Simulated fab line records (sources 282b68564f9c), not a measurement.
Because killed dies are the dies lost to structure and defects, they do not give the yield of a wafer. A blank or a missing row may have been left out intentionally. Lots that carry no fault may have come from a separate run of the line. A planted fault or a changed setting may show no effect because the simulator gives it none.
Split-lot experiment	flow rit cmos	23 wafers read from 5 lots, route of 202 steps

## ON THE SPLIT
At RIT_PLDD_SOFTBAKE_02 (time 60 s), the setting temp c was moved away from the recipe's 90 C on 9 of the 23 wafers read, by -3.3% to +4.1%. The other wafers ran this setting at the recipe's value.

## FROM THE SPLIT TO THE READING: what the file shows between them, 2 steps
- RIT_PLDD_EXPOSE_03: exposes mask M8, target cd 40900 nm
- RIT_PLDD_PEB_04

## THE READING
NOVOLAK_of_PLDD_COAT_01.thk nm (the simulator's own value, which no gauge read), in nm, at RIT_PLDD_DEVELOP_05 (develop time 50 s). There is no usual value for it anywhere in the file. Across the 14 wafers here that went through the recipe, the average is 1001.2 nm and the standard deviation 3.2 nm.

wafer	tool, chamber at the split	temp c as run, C	against the recipe	NOVOLAK_of_PLDD_COAT_01.thk nm, nm	against lot-mates on the recipe
L074.1	litho track-02, 0	90	recipe	1000	-
L074.2	litho track-02, 0	87.06	-3.3%	1010	+7.5
L074.3	litho track-02, 0	90	recipe	1005	-
L074.5	litho track-02, 0	87.06	-3.3%	1012	+9.5
L074.6	litho track-02, 0	87.06	-3.3%	1011	+8.5
L077.2	litho track-04, 0	93.73	+4.1%	994.2	-9.3
L077.3	litho track-04, 0	93.73	+4.1%	992.9	-10.6
L077.4	litho track-04, 0	90	recipe	1002	-
L077.5	litho track-04, 0	93.73	+4.1%	993.2	-10.3
L077.6	litho track-04, 0	90	recipe	1005	-
L078.1	litho track-01, 0	90	recipe	997.6	-
L078.3	litho track-01, 0	90	recipe	999.2	-
L078.4	litho track-01, 0	90	recipe	998.4	-
L078.5	litho track-01, 0	90	recipe	996.5	-
L078.6	litho track-01, 0	90	recipe	996.5	-
L081.1	litho track-01, 0	91.12	+1.2%	1000	-3.0
L081.2	litho track-01, 0	90	recipe	1003	-
L081.4	litho track-01, 0	90	recipe	1003	-
L081.3	litho track-01, 0	91.12	+1.2%	1001	-2.0
L081.6	litho track-01, 0	91.12	+1.2%	999.2	-3.8
L084.3	litho track-02, 0	90	recipe	1006	-
L084.4	litho track-02, 0	90	recipe	1000	-
L084.5	litho track-02, 0	90	recipe	1005	-

FIT RESULTS
A straight line over all 23 wafers: NOVOLAK_of_PLDD_COAT_01.thk nm changes by -2.29 nm for each +1% of temp c; r = -0.85; the points scatter about the line by 2.8 nm.
The same after taking each lot's own level away (the mean of its wafers on the recipe; 23 wafers): -2.5 nm for each +1%; r = -0.96; scatter 1.5 nm.
That fit puts the effect of the largest move of temp c on the reading at 10 nm.
Measured against the standard deviation above, the lots' own levels, which go from 997.64 to 1003.67 nm, span 1.9 times it.
Consequently the slope shifts little with the lot-to-lot level, the two slopes agreeing.
Check: for one of the wafers moved furthest among these (+4.1%), held out of the fit, the line's prediction against its lot-mates is -10.5 nm. It came out at -9.3 nm against them.

## THESE WAFERS: OTHER SPLITS
Note: prior to the reading, these wafers also went through further splits. Each is held against what the fit with the lots' levels taken away leaves over:
other split on the same wafers	wafers away from the commonest value	r with NOVOLAK_of_PLDD_COAT_01.thk nm (lot level and that fit taken away)
RIT_ACTIVE_OXIDATION_01 temp c	10	+0.01
RIT_FOX2_OXIDATION_00 ox time s	15	-0.03
RIT_NWELL_IMPLANT_08 energy kev	10	-0.23
RIT_GATE_COAT_11 resist thk nm	5	-0.31
RIT_GATE_DEVELOP_15 dev temp c	9	+0.15

## THE FILE'S OWN FIT
NOVOLAK_of_PLDD_COAT_01.thk nm changes by -2.52 nm for each +1% of temp c, r = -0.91.
